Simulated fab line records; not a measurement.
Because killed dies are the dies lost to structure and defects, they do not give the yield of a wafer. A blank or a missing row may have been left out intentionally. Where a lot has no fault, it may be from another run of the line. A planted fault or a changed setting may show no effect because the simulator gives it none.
What tool caused it? | flow berkeley-cmos170 | 6 lots, 18 wafers sampled, at 1 step of a route of 331

WHAT EACH GAUGE READ, for each wafer
UCB170_GATE_THK_MEAS_05.
lot  | measured     | on            | GATE_POLY_THK (nm)
L876 | day 7 06:51  | film-metro-03 | 212.8 214.1 211.4
L879 | day 8 07:23  | film-metro-02 | 214.5 215.5 215.2
L884 | day 8 07:25  | film-metro-02 | 210.9 210.0 209.8
L878 | day 8 07:29  | film-metro-02 | 210.2 212.7 211.1
L891 | day 10 02:51 | film-metro-04 | 214.8 214.7 213.7
L897 | day 11 07:43 | film-metro-02 | 215.0 213.0 211.9

WHAT TOOL EACH LOT RAN ON (gives the tool, then ch and the chambers of the sampled wafers, and finally the start)
No process step before these readings appears in the record.

THE ANSWER, worked out from the rows above alone
Rule: what is usual is taken from the lots themselves. The widest of any qualifying gaps counts: lots, ordered by their means at a reading, are off when they make up no more than a third of the lots, leave a main group of 4 or more, and stand apart from it by 3 or more times the standard deviation of that group's means. The tables above print the reading to a certain number of digits; a main group whose means all agree to those digits is not used. Also off: a lot with no number at a reading for which 4 or more lots have one. All remaining lots with rows at the step are treated as sound.
Nothing can be told from this: no lot is off at any reading shown.

WHAT THE SIMULATOR PUT IN
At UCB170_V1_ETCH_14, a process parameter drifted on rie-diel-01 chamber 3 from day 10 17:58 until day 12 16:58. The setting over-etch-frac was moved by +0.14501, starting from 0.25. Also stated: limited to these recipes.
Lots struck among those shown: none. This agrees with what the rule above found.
